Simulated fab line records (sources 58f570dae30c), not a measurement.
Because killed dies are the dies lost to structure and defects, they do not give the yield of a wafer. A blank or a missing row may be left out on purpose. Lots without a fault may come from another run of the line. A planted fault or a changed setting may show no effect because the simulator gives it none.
fab line records -- flow berkeley-cmos170
record lots=14, wafers=42, last-day=13
route steps=331 shown CONTACT@234 V1@255 V2@295 M3@320
lots that met no fault: from a run of the same line without faults
start-h: start of the lot's first displayed wafer, in hours after the record's first day -- wait-h: hours since the lot's step before -- " same as the row above -- L1.1+2: one row covering several wafers at once -- - no value, or no start was given -- * or withheld: withheld -- < > ~ a bound
route shown NAME@n: NAME is a module with steps in the file, n the number in the route of the first one -- usual: the fault-free wafers' mean and standard deviation -- same: alike in all rows -- chamber/n: place in a boat -- sites: per-site readings -- _std_site: their standard deviation -- _edge_site: mean of outer sites minus mean of inner sites -- radius-mm: for every site, how far away it sits from the centre of the wafer -- mask NAME#n: copy n -- behind: tool/chamber where the wafer was last shaped -- hold: cause of the lot's hold/its duration in hours/its outcome -- device: the n, p or np transistor that did not switch -- end of line: at the end of the route, the tests of the same wafers -- for a step that has no rows: nothing shown but its recipe -- killed: dies lost to structure and defects at the first sort, not the wafer's yield -- map: a wafer's dies, x killed, . not, _ none there
set.NAME: the setting that was run; set.NAME@STEP: the one run at that earlier step -- model.NAME: the simulator's own value behind a step, which no gauge read
a sample of lots followed through the steps of the route, with each step as a table and each wafer as a row
services: a tool's chamber out of use, with start hour (start-h, from the record's first day; less than 0 if before it), hours out, and reason
## steps
# step UCB170_CONTACT_ETCH_18
# recipe chemistry=CHF3/CF4/Ar, target=PSG, stop-on=TiSi2, CHF3_flow_sccm=45, cf4-flow-sccm=15, Ar_flow_sccm=150, pressure-mtorr=200, rf-w=700, target-depth-a=8400, over-etch-frac=0.2, time-s=195
# usual drypump-motor-current-A=5.8/0.35, oes-product-au=0.890/0.014, throttle-valve-pct=6.92/0.12
lot.wafer,tool,chamber,start-h,wait-h,drypump-motor-current-A,oes-product-au,rf-hours-counter-h,throttle-valve-pct
L463.1,rie-diel-02,3,-,-,6.1,0.888,6,6.90
L463.3,rie-diel-02,1,-,-,5.3,0.900,109,6.98
L463.5,rie-diel-02,2,-,-,5.9,0.888,-,6.84
L466.2,rie-diel-02,1,-,-,5.3,0.910,110,6.95
L466.4,rie-diel-02,3,-,-,6.1,0.899,6,6.91
L466.6,rie-diel-02,0,-,-,5.6,0.890,-,6.78
L464.1,rie-diel-03,2,-,-,5.5,0.890,17,7.08
L464.4,rie-diel-03,3,-,-,5.9,0.901,10,6.93
L464.5,rie-diel-03,1,-,-,5.7,0.907,-,6.90
L465.1,rie-diel-02,1,-,-,5.3,0.898,110,6.95
L465.3,rie-diel-02,3,-,-,6.1,0.885,6,6.90
L465.5,rie-diel-02,3,-,-,6.1,0.902,-,6.91
L467.2,rie-diel-03,2,-,-,5.5,0.889,18,7.08
L467.3,rie-diel-03,1,-,-,5.7,0.902,8,6.90
L467.6,rie-diel-03,3,-,-,5.9,0.888,-,6.95
L470.2,rie-diel-02,1,-,-,5.4,0.903,111,6.96
L470.3,rie-diel-02,2,-,-,6.0,0.889,79,6.84
L470.5,rie-diel-02,2,-,-,5.9,0.895,-,6.84
L472.2,rie-diel-03,3,-,-,5.9,0.890,12,6.92
L472.3,rie-diel-03,0,-,-,6.3,0.873,96,7.03
L472.5,rie-diel-03,0,-,-,6.3,0.875,-,7.03
L475.1,rie-diel-03,2,-,-,5.5,0.891,19,7.05
L475.3,rie-diel-03,0,-,-,6.3,0.884,96,7.02
L475.4,rie-diel-03,3,-,-,5.9,0.896,12,6.91
L474.3,rie-diel-04,1,-,-,6.5,0.879,23,6.76
L474.5,rie-diel-04,3,-,-,5.3,0.900,-,6.75
L474.6,rie-diel-04,2,-,-,5.7,0.868,-,6.87
L481.2,rie-diel-04,1,-,-,6.5,0.880,25,6.76
L481.4,rie-diel-04,2,-,-,5.7,0.879,24,6.85
L481.6,rie-diel-04,2,-,-,5.6,0.871,-,6.86
L483.1,rie-diel-04,0,-,-,5.9,0.870,11,7.15
L483.5,rie-diel-04,1,-,-,6.5,0.871,-,6.76
L483.6,rie-diel-04,0,-,-,5.9,0.877,-,7.14
L484.1,rie-diel-02,3,-,-,6.1,0.902,10,6.92
L484.2,rie-diel-02,2,-,-,5.9,0.894,82,6.83
L484.3,rie-diel-02,0,-,-,5.5,0.897,23,6.79
L485.4,rie-diel-04,3,-,-,5.3,0.900,77,6.75
L485.5,rie-diel-04,0,-,-,5.9,0.882,-,7.15
L485.6,rie-diel-04,3,-,-,5.3,0.896,-,6.75
L486.2,rie-diel-03,0,-,-,6.2,0.863,100,7.04
L486.4,rie-diel-03,2,-,-,5.5,0.874,22,7.05
L486.6,rie-diel-03,1,-,-,5.7,0.903,-,6.92
# step UCB170_V1_THK_MEAS_01
# recipe reads=SiO2_of_V1_CVD_00
# usual V1_TEOS_THK=2015/26
lot.wafer,tool,chamber,start-h,wait-h,V1_TEOS_THK[nm]
L463.1,film-metro-03,-,176.85,0.1,2022
L463.3,film-metro-03,-,176.85,0.1,2003
L463.5,film-metro-03,-,176.85,0.1,2054
L464.1,film-metro-03,-,189.99,0.1,2021
L464.4,film-metro-03,-,189.99,0.1,2020
L464.5,film-metro-03,-,189.99,0.1,2034
L465.1,film-metro-01,-,191.32,0.1,1986
L465.3,film-metro-01,-,191.32,0.1,1976
L465.5,film-metro-01,-,191.32,0.1,2038
L466.2,film-metro-03,-,191.33,0.1,2068
L466.4,film-metro-03,-,191.33,0.1,2057
L466.6,film-metro-03,-,191.33,0.1,2078
L467.2,film-metro-03,-,207.55,0.1,1979
L467.3,film-metro-03,-,207.55,0.1,1978
L467.6,film-metro-03,-,207.55,0.1,2009
L470.2,film-metro-03,-,210.22,0.1,2007
L470.3,film-metro-03,-,210.22,0.1,2039
L470.5,film-metro-03,-,210.22,0.1,2053
L472.2,film-metro-03,-,231.04,0.1,1987
L472.3,film-metro-03,-,231.04,0.1,2023
L472.5,film-metro-03,-,231.04,0.1,2016
L475.1,film-metro-03,-,232.37,0.1,1985
L475.3,film-metro-03,-,232.37,0.1,1971
L475.4,film-metro-03,-,232.37,0.1,1986
L474.3,film-metro-03,-,233.72,0.1,2011
L474.5,film-metro-03,-,233.72,0.1,2038
L474.6,film-metro-03,-,233.72,0.1,2041
L481.2,film-metro-04,-,265.60,0.1,1962
L481.4,film-metro-04,-,265.60,0.1,2012
L481.6,film-metro-04,-,265.60,0.1,2005
L483.1,film-metro-01,-,294.11,0.1,1990
L483.5,film-metro-01,-,294.11,0.1,2069
L483.6,film-metro-01,-,294.11,0.1,2034
L484.1,film-metro-03,-,294.11,0.1,1979
L484.2,film-metro-03,-,294.11,0.1,1957
L484.3,film-metro-03,-,294.11,0.1,1967
L486.2,film-metro-03,-,294.27,0.1,1994
L486.4,film-metro-03,-,294.27,0.1,2039
L486.6,film-metro-03,-,294.27,0.1,2029
L485.4,film-metro-01,-,294.29,0.0,2014
L485.5,film-metro-01,-,294.29,0.0,2030
L485.6,film-metro-01,-,294.29,0.0,2007
# step UCB170_V2_BOW_MEAS_03
# recipe mode=bow
# usual V2_BOW=36/6.8
lot.wafer,tool,chamber,start-h,wait-h,V2_BOW[um]
L463.1,film-metro-02,-,183.82,0.1,36
L463.3,film-metro-02,-,183.82,0.1,36
L463.5,film-metro-02,-,183.82,0.1,33
L464.1,film-metro-02,-,198.12,0.2,27
L464.4,film-metro-02,-,198.12,0.2,37
L464.5,film-metro-02,-,198.12,0.2,20
L465.1,film-metro-03,-,201.47,0.2,28
L465.3,film-metro-03,-,201.47,0.2,41
L465.5,film-metro-03,-,201.47,0.2,29
L466.2,film-metro-04,-,201.85,0.3,36
L466.4,film-metro-04,-,201.85,0.3,34
L466.6,film-metro-04,-,201.85,0.3,40
L467.2,film-metro-03,-,212.99,0.2,37
L467.3,film-metro-03,-,212.99,0.2,31
L467.6,film-metro-03,-,212.99,0.2,33
L470.2,film-metro-02,-,220.61,0.1,41
L470.3,film-metro-02,-,220.61,0.1,53
L470.5,film-metro-02,-,220.61,0.1,40
L472.2,film-metro-04,-,240.91,0.2,39
L472.3,film-metro-04,-,240.91,0.2,18
L472.5,film-metro-04,-,240.91,0.2,38
L475.1,film-metro-03,-,241.49,0.2,34
L475.3,film-metro-03,-,241.49,0.2,28
L475.4,film-metro-03,-,241.49,0.2,34
L474.3,film-metro-02,-,242.14,0.2,36
L474.5,film-metro-02,-,242.14,0.2,30
L474.6,film-metro-02,-,242.14,0.2,46
L481.2,film-metro-03,-,271.16,0.1,30
L481.4,film-metro-03,-,271.16,0.1,25
L481.6,film-metro-03,-,271.16,0.1,32
L484.1,film-metro-02,-,303.04,0.2,37
L484.2,film-metro-02,-,303.04,0.2,43
L484.3,film-metro-02,-,303.04,0.2,49
L486.2,film-metro-02,-,303.66,0.2,35
L486.4,film-metro-02,-,303.66,0.2,29
L486.6,film-metro-02,-,303.66,0.2,32
L483.1,film-metro-04,-,303.67,0.2,35
L483.5,film-metro-04,-,303.67,0.2,52
L483.6,film-metro-04,-,303.67,0.2,41
L485.4,film-metro-03,-,304.00,0.3,44
L485.5,film-metro-03,-,304.00,0.3,34
L485.6,film-metro-03,-,304.00,0.3,33
# step UCB170_M3_SOFTBAKE_11
# recipe resist=KrF, temp-c=130, time-s=60
# usual heater-power-total-W=56.80/0.044, run-length-s=89.13/0.16
lot.wafer,tool,chamber,start-h,wait-h,heater-power-total-W,run-length-s
L463.1,litho-track-02,0,187,-,56.76,89.06
L463.3,litho-track-02,0,187,-,56.78,89.02
L463.5,litho-track-02,0,187,-,56.80,89.15
L464.1,litho-track-01,0,203,-,56.87,89.30
L464.4,litho-track-01,0,203,-,56.84,89.35
L464.5,litho-track-01,0,203,-,56.76,89.33
L465.1,litho-track-01,0,205,-,56.86,89.43
L465.3,litho-track-01,0,205,-,56.70,89.20
L465.5,litho-track-01,0,205,-,56.72,89.29
L466.2,litho-track-04,0,207,-,56.85,88.88
L466.4,litho-track-04,0,207,-,56.81,88.94
L466.6,litho-track-04,0,207,-,56.79,88.93
L467.2,litho-track-04,0,217,-,56.78,88.88
L467.3,litho-track-04,0,217,-,56.83,89.31
L467.6,litho-track-04,0,217,-,56.82,88.96
L470.2,litho-track-04,0,225,-,56.76,89.02
L470.3,litho-track-04,0,225,-,56.81,89.06
L470.5,litho-track-04,0,225,-,56.80,89.10
L472.2,litho-track-04,0,244,-,56.73,89.05
L472.3,litho-track-04,0,244,-,56.81,89.00
L472.5,litho-track-04,0,244,-,56.84,89.26
L475.1,litho-track-01,0,245,-,59.18,81.47
L475.3,litho-track-01,0,245,-,59.27,81.35
L475.4,litho-track-01,0,245,-,59.22,81.26
L474.3,litho-track-01,0,246,-,59.27,81.43
L474.5,litho-track-01,0,246,-,59.20,81.27
L474.6,litho-track-01,0,246,-,59.22,81.37
L481.2,litho-track-04,0,275,-,56.74,89.03
L481.4,litho-track-04,0,275,-,56.76,89.16
L481.6,litho-track-04,0,275,-,56.88,88.95
L484.1,litho-track-04,0,306,-,56.81,88.97
L484.2,litho-track-04,0,306,-,56.74,89.26
L484.3,litho-track-04,0,307,-,56.78,88.93
L486.2,litho-track-01,0,307,-,56.72,89.34
L486.4,litho-track-01,0,307,-,56.82,89.45
L486.6,litho-track-01,0,307,-,56.80,89.17
L483.1,litho-track-02,0,307,-,56.82,88.96
L483.5,litho-track-02,0,307,-,56.72,89.12
L483.6,litho-track-02,0,307,-,56.79,89.05
L485.4,litho-track-04,0,307,-,56.70,89.09
L485.5,litho-track-04,0,307,-,56.83,88.93
L485.6,litho-track-04,0,307,-,56.88,88.95
## services
tool,chamber,start-h,hours,kind
rie-diel-03,-,154.27,2.8,pm
rie-diel-04,3,163.30,7.7,repair
rie-diel-04,-,208.13,5.3,repair
rie-diel-02,3,229.61,1.3,repair
rie-diel-02,2,232.89,4.4,repair
rie-diel-04,3,249.22,3.9,repair
rie-diel-03,2,268.05,9.1,repair
rie-diel-03,1,270.37,5.6,repair
rie-diel-03,3,293.48,8.8,repair
rie-diel-04,0,296.22,2.8,repair
## key
first-sign step=UCB170_M3_SOFTBAKE_11, reading=heater-power-total-W, direction=up, sigmas=56, usual=56.80, struck=59.23
effect step=UCB170_M3_SOFTBAKE_11, reading=run-length-s, direction=down, sigmas=50, usual=*, struck=*
met-at UCB170_M3_SOFTBAKE_11
struck-lots L474,L475
not-acting-at UCB170_CONTACT_ETCH_18,UCB170_V1_THK_MEAS_01,UCB170_V2_BOW_MEAS_03
onset-between 205 245
fault kind=process-parameter-drift, tool=litho-track-01, chamber=-, onset-h=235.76, steps=UCB170_M3_SOFTBAKE_11, channel=time-s, offset=*, shape=step, end-h=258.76, acts-in=*, stated=*
